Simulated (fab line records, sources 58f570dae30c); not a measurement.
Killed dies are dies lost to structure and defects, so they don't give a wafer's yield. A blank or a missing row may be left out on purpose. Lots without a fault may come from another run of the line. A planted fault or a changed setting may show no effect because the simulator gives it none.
Problem report in the 8D (eight disciplines) form, filled by code | flow berkeley_cmos170 | the parts of the form that need people (team, actions taken, sign-off) are left out

1. THE PROBLEM
GATE_POLY_THK at UCB170_GATE_THK_MEAS_05 reads a mean of 162.6 nm on 9 wafers of 3 lots; wafers without a fault read 215.4 nm with a standard deviation of 2. That is -26 standard deviations from the usual mean.
First seen on wafer L192.2, day 7 23:47, on film_metro-04. The record holds 45 wafers of 15 lots with a number at this step. Rule for "out", or "out of limits": more than 4 standard deviations from the usual mean. The other wafers with a number count as sound.

2. WHAT IT IS AND WHAT IT IS NOT
question                    | is                           | is not
which readings at this step | GATE_POLY_THK                | -
which lots                  | L192, L196, L197             | L184, L185, L186, L187, L188, L189, L190, L195, L201, L202, L206, L207
which wafers of those lots  | all that have a number       | -
read on which gauges        | film_metro-02, film_metro-04 | film_metro-03
when                        | from day 7 23:47             | up to then (21 sound wafers); but 15 sound wafers of L195, L201, L202, L206, L207 came after

3. SUSPECTS, AND WHAT RULES EACH OUT
Counting: a tool at a process step up to the reading stays a suspect if it ran every lot that is out and no sound lot after the first of them.
- the gauge at UCB170_GATE_THK_MEAS_05: ruled out. The wafers that are out were read on 2 gauges (film_metro-02, film_metro-04).
- lpcvd-02 at UCB170_GATE_CVD_04 (deposits poly-Si from SiH4, time 1440 s, target thk 214 nm): ruled out as a lasting fault. Sound lots L206, L207 ran on it after its first lot that is out, L192 (day 7 22:23).
Left after counting: nothing in the record.

4. THE CAUSE (what the simulator had put in)
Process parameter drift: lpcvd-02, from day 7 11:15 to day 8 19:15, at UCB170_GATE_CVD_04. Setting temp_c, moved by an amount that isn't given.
Counting ruled it out, wrongly: the rule takes a fault to strike every lot that its tool runs from its start on, and this one did not.

5. THE CHAIN OF EFFECTS, in route order
Each row: a reading whose mean over the struck wafers that have a number lies more than 3 standard deviations from the usual. Only readings for which the record gives a usual standard deviation are gone through. hours: the time from each lot's start at the first step in this table that gives one to its start at this step, as a median over the lots. sigmas: the change in usual standard deviations.
hours | step                    | reading           | usual      | on struck wafers | change | sigmas
0     | UCB170_GATE_CVD_04      | spike_tc_centre_C | 612.2 C    | 600.5            | -11.7  | -8.4
0     | UCB170_GATE_CVD_04      | spike_tc_load_C   | 631.2 C    | 620.6            | -10.6  | -4.6
0     | UCB170_GATE_CVD_04      | spike_tc_source_C | 630.9 C    | 618.6            | -12.3  | -5.3
0     | UCB170_GATE_CVD_04      | susceptor_temp_C  | 610.01 C   | 598.09           | -11.92 | -44
1     | UCB170_GATE_THK_MEAS_05 | GATE_POLY_THK     | 215.4 nm   | 162.6            | -52.8  | -26
3     | UCB170_GATE_ETCH_15     | oes_product_au    | 0.840 a.u. | 0.703            | -0.137 | -9.8
The process steps in it:
- UCB170_GATE_CVD_04: deposits poly-Si from SiH4, time 1440 s, target thk 214 nm.
- UCB170_GATE_ETCH_15: etches poly-Si in HBr/Cl2, stops on SiO2, time 56.3 s, target depth 278.2 nm.
Later measuring or inspecting steps at which every struck wafer that the step has a row for has a number for every such reading, and none has moved that far: UCB170_GATE_OVL_MEAS_13, UCB170_CONTACT_THK_MEAS_02.

6. WHAT WOULD HAVE CAUGHT IT SOONER
In this record the first reading out of limits at a measuring or inspecting step was taken at day 7 23:47, 13 hours after the fault began at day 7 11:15.
The tool's own readings at UCB170_GATE_CVD_04 were out on every struck wafer that the step has a row for (spike_tc_centre_C, spike_tc_source_C, susceptor_temp_C): an alarm limit on them would have fired on the first of those.
